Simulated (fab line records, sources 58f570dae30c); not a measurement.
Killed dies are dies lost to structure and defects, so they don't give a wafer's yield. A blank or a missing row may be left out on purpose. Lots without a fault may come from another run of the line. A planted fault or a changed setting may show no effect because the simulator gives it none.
Which tool did it? | flow berkeley_cmos170 | 15 lots, 45 wafers sampled, at 3 steps of a route of 331

WHAT THE GAUGES READ, wafer by wafer
UCB170_M3_OVL_MEAS_16.
lot  | measured     | on         | M3_OVL (nm)
L705 | day 8 19:58  | overlay-01 | 5 5 3
L706 | day 8 20:26  | overlay-02 | 2 4 -5
L710 | day 10 01:38 | overlay-01 | 4 7 9
L708 | day 10 02:34 | overlay-02 | -6 -8 -4
L707 | day 10 03:15 | overlay-02 | 9 9 2
L716 | day 11 10:13 | overlay-02 | - - -
L714 | day 11 10:44 | overlay-02 | - - -
L717 | day 11 13:23 | overlay-02 | - - -
L721 | day 12 01:22 | overlay-01 | -4 1 -2
L720 | day 12 02:37 | overlay-02 | 1 5 -7
L722 | day 12 17:17 | overlay-01 | 10 3 4
L725 | day 12 20:19 | overlay-02 | 4 1 4
L727 | day 13 16:01 | overlay-02 | 9 -3 1
L724 | day 13 16:13 | overlay-02 | 5 10 6
L728 | day 14 03:23 | overlay-02 | 3 -7 -1

WHICH TOOL RAN EACH LOT (tool, then ch and the chambers of the sampled wafers, then the start)
lot  | UCB170_V2_CMP_02              | UCB170_M3_DEVELOP_14
L705 | cmp-01 ch 0,2,3, day 8 15:15  | litho_track-03 ch 0, day 8 19:00
L706 | cmp-02 ch 1,3, day 8 15:22    | litho_track-01 ch 0, day 8 20:00
L710 | cmp-01 ch 0,1,3, day 9 19:40  | litho_track-01 ch 0, day 10 01:00
L708 | cmp-02 ch 0,2,3, day 9 20:40  | litho_track-02 ch 0, day 10 02:00
L707 | cmp-02 ch 0,1,3, day 9 21:13  | litho_track-01 ch 0, day 10 03:00
L716 | cmp-01 ch 0,1,3, day 11 05:20 | litho_track-01, day 11 09:00
L714 | cmp-02 ch 0,1,2, day 11 05:40 | litho_track-02, day 11 10:00
L717 | cmp-01 ch 0,1, day 11 08:40   | litho_track-03, day 11 13:00
L721 | cmp-02 ch 0,1,3, day 11 20:43 | litho_track-01 ch 0, day 12 01:00
L720 | cmp-01 ch 0,1,3, day 11 22:01 | litho_track-03 ch 0, day 12 02:00
L722 | cmp-02 ch 1,2,3, day 12 12:34 | litho_track-01 ch 0, day 12 17:00
L725 | cmp-02 ch 1,2, day 12 15:38   | litho_track-03 ch 0, day 12 20:00
L727 | cmp-01 ch 0,1,3, day 13 11:43 | litho_track-01 ch 0, day 13 15:00
L724 | cmp-02 ch 0,1,2, day 13 11:53 | litho_track-03 ch 0, day 13 15:00
L728 | cmp-01 ch 0,1,3, day 13 21:00 | litho_track-01 ch 0, day 14 03:00
- UCB170_V2_CMP_02: polishes SiO2.
- UCB170_M3_DEVELOP_14: develop time 45 s.

WHAT THE TOOLS THEMSELVES READ (means of the sampled wafers that have a number; where no wafer has one, the mark that the record gives instead)
UCB170_V2_CMP_02.
lot  | tool   | head_pressure_psi (psi) | motor_current_A (A)
L705 | cmp-01 | 6.001                   | 16.2
L706 | cmp-02 | 5.988                   | 16.4
L710 | cmp-01 | 5.996                   | 15.8
L708 | cmp-02 | 5.996                   | 17.3
L707 | cmp-02 | 6.006                   | 16.5
L716 | cmp-01 | 6.002                   | 15.8
L714 | cmp-02 | 6.011                   | 15.8
L717 | cmp-01 | 5.989                   | 16.4
L721 | cmp-02 | 6.004                   | 16.8
L720 | cmp-01 | 6.009                   | 15.8
L722 | cmp-02 | 6.005                   | 16.4
L725 | cmp-02 | 5.985                   | 16.3
L727 | cmp-01 | 5.992                   | 15.9
L724 | cmp-02 | 5.998                   | 15.2
L728 | cmp-01 | 6.003                   | 15.8

UCB170_M3_DEVELOP_14.
lot  | tool           | chill_plate_temp_C (C) | developer_temp_C (C) | exhaust_pa (Pa)
L705 | litho_track-03 | 22.85                  | 21.02                | 45.2
L706 | litho_track-01 | 22.96                  | 21.02                | 45.1
L710 | litho_track-01 | 22.91                  | 21.05                | 43.9
L708 | litho_track-02 | 23.04                  | 21.11                | 45.1
L707 | litho_track-01 | 23.04                  | 21.01                | 45.0
L716 | litho_track-01 | -                      | -                    | -
L714 | litho_track-02 | -                      | -                    | -
L717 | litho_track-03 | -                      | -                    | -
L721 | litho_track-01 | 23.04                  | 20.86                | 44.6
L720 | litho_track-03 | 22.97                  | 20.93                | 44.9
L722 | litho_track-01 | 22.92                  | 20.88                | 44.6
L725 | litho_track-03 | 23.22                  | 20.90                | 45.8
L727 | litho_track-01 | 22.90                  | 21.06                | 45.9
L724 | litho_track-03 | 23.02                  | 21.10                | 45.6
L728 | litho_track-01 | 22.85                  | 20.97                | 45.2

THE ANSWER, worked out from the rows above alone
Rule: what is usual is taken from the lots themselves. Put in order of their means at a reading, lots are off if they are a third of the lots or fewer, leave a main group of 4 or more, and stand apart from it by a gap of 3 or more times the standard deviation of the main group's means; of several such gaps the widest counts. A main group whose means are all the same, to the digits that the tables above print for the reading, isn't used. A lot without any number at a reading at which 4 lots or more have one is off too. The other lots that the step has rows for count as sound. The gauges are gone through in route order, then the tools' own readings, and for those a lot's mean is taken as printed above. The first step at which some lot is off is used, and at that step the reading that is off furthest; a lot without a number counts as furthest.
Off: L716, L714, L717, at UCB170_M3_OVL_MEAS_16 (M3_OVL). Without a number there: L716, L714, L717. The main group: mean 2 nm, standard deviation 3.9.
A tool fits if, at a process step before that reading, it ran every lot that is off, and no sound lot after the first of them. The gauges at UCB170_M3_OVL_MEAS_16 aren't tried: what is off there is off at UCB170_M3_DEVELOP_14 too, on other tools, and a gauge's error can't cause that. None of those tried fits.

WHAT THE SIMULATOR HAD PUT IN
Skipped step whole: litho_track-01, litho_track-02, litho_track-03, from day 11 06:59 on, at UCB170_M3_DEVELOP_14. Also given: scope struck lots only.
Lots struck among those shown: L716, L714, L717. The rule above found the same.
